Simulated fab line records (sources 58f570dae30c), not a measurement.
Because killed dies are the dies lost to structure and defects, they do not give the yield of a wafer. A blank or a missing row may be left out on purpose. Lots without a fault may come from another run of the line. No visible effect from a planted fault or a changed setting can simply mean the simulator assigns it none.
Shared-tool check + flow berkeley-cmos170 + 14 lots and 41 wafers in the sample

REASON FOR OPENING
At UCB170_WELLDRIVE_THK_MEAS_02 the reading WELLDRIVE_OXIDE_THK is flagged on 2 of 14 lots. Fault-free wafers read 199 nm, with a standard deviation of 3.8.
Rule: a lot gets a flag if all its wafers with a number sit over 4 standard deviations from that mean, or if no wafer of it has a number. As for the other lots, they are considered sound.

| lot  | measured    | on            | WELLDRIVE_OXIDE_THK (nm), wafer by wafer | flag    |
|------|-------------|---------------|------------------------------------------|---------|
| L527 | day 3 12:19 | film-metro-01 | 200 199 199                              |         |
| L529 | day 3 21:40 | film-metro-03 | 205 195 199                              |         |
| L530 | day 3 21:42 | film-metro-01 | 198 198 195                              |         |
| L531 | day 4 01:10 | film-metro-03 | 198 198 200                              |         |
| L532 | day 4 11:16 | film-metro-03 | 175 172 173                              | FLAGGED |
| L533 | day 4 11:16 | film-metro-01 | 180 181                                  | FLAGGED |
| L538 | day 6 02:25 | film-metro-02 | 204 202 200                              |         |
| L542 | day 6 14:58 | film-metro-02 | 200 199 197                              |         |
| L546 | day 7 16:51 | film-metro-01 | 209 210 207                              |         |
| L544 | day 7 16:52 | film-metro-02 | 202 202 199                              |         |
| L545 | day 7 19:39 | film-metro-01 | 200 198 199                              |         |
| L547 | day 7 19:39 | film-metro-02 | 200 201 199                              |         |
| L548 | day 7 23:08 | film-metro-01 | 200 197 197                              |         |
| L550 | day 8 09:20 | film-metro-01 | 202 206 204                              |         |
The numbers of the flagged lots are 176 nm on average: -23 nm against the usual, or -6 standard deviations.

WHICH TOOL RAN EACH LOT
The record holds 1 process step before the reading, out of a route of 331 steps. In each cell: the tool, then ch and the chambers that the sampled wafers went through, then the start.
| lot  | flag    | UCB170_WELLDRIVE_OXIDATION_01 |
|------|---------|-------------------------------|
| L527 |         | furnace-01 ch 0, day 3 08:49  |
| L529 |         | furnace-01 ch 0, day 3 18:10  |
| L530 |         | furnace-01 ch 0, day 3 18:10  |
| L531 |         | furnace-01 ch 0, day 3 21:40  |
| L532 | FLAGGED | furnace-01 ch 0, day 4 07:46  |
| L533 | FLAGGED | furnace-01 ch 0, day 4 07:46  |
| L538 |         | furnace-02 ch 0, day 5 22:55  |
| L542 |         | furnace-02 ch 0, day 6 11:28  |
| L546 |         | furnace-04 ch 0, day 7 13:21  |
| L544 |         | furnace-04 ch 0, day 7 13:21  |
| L545 |         | furnace-01 ch 0, day 7 16:08  |
| L547 |         | furnace-01 ch 0, day 7 16:08  |
| L548 |         | furnace-01 ch 0, day 7 19:38  |
| L550 |         | furnace-01 ch 0, day 8 05:50  |
These steps, and what they do:
- UCB170_WELLDRIVE_OXIDATION_01: target thk 199 nm, ox time 9000 s.
- UCB170_WELLDRIVE_THK_MEAS_02

FLAGGED OVER TOTAL, TOOL BY TOOL (the gauges that took the reading come last)
| step                          | tool          | lots run | flagged | share of the flagged lots | sound lots run after its first flagged lot |
|-------------------------------|---------------|----------|---------|---------------------------|--------------------------------------------|
| UCB170_WELLDRIVE_OXIDATION_01 | furnace-01    | 10       | 2       | all                       | 4 (L545,L547,L548,L550)                    |
| UCB170_WELLDRIVE_OXIDATION_01 | furnace-02    | 2        | 0       | none                      | -                                          |
| UCB170_WELLDRIVE_OXIDATION_01 | furnace-04    | 2        | 0       | none                      | -                                          |
| UCB170_WELLDRIVE_THK_MEAS_02  | film-metro-01 | 7        | 1       | some                      | 4 (L546,L545,L548,L550)                    |
| UCB170_WELLDRIVE_THK_MEAS_02  | film-metro-02 | 4        | 0       | none                      | -                                          |
| UCB170_WELLDRIVE_THK_MEAS_02  | film-metro-03 | 3        | 1       | some                      | 0                                          |

WHAT IS ALLOWED BY THE TABLE
Rows of the table that ran each flagged lot: 1, that is furnace-01 at UCB170_WELLDRIVE_OXIDATION_01.
- furnace-01 at UCB170_WELLDRIVE_OXIDATION_01: 2 of its 10 lots flagged. After the first flagged lot (L545, L547, L548, L550), sound lots still ran on it; a lasting fault on the whole tool would not permit that.
There is no row in the table that ran each flagged lot and no sound lot after the first.

WHAT THE SIMULATOR HAD INSERTED
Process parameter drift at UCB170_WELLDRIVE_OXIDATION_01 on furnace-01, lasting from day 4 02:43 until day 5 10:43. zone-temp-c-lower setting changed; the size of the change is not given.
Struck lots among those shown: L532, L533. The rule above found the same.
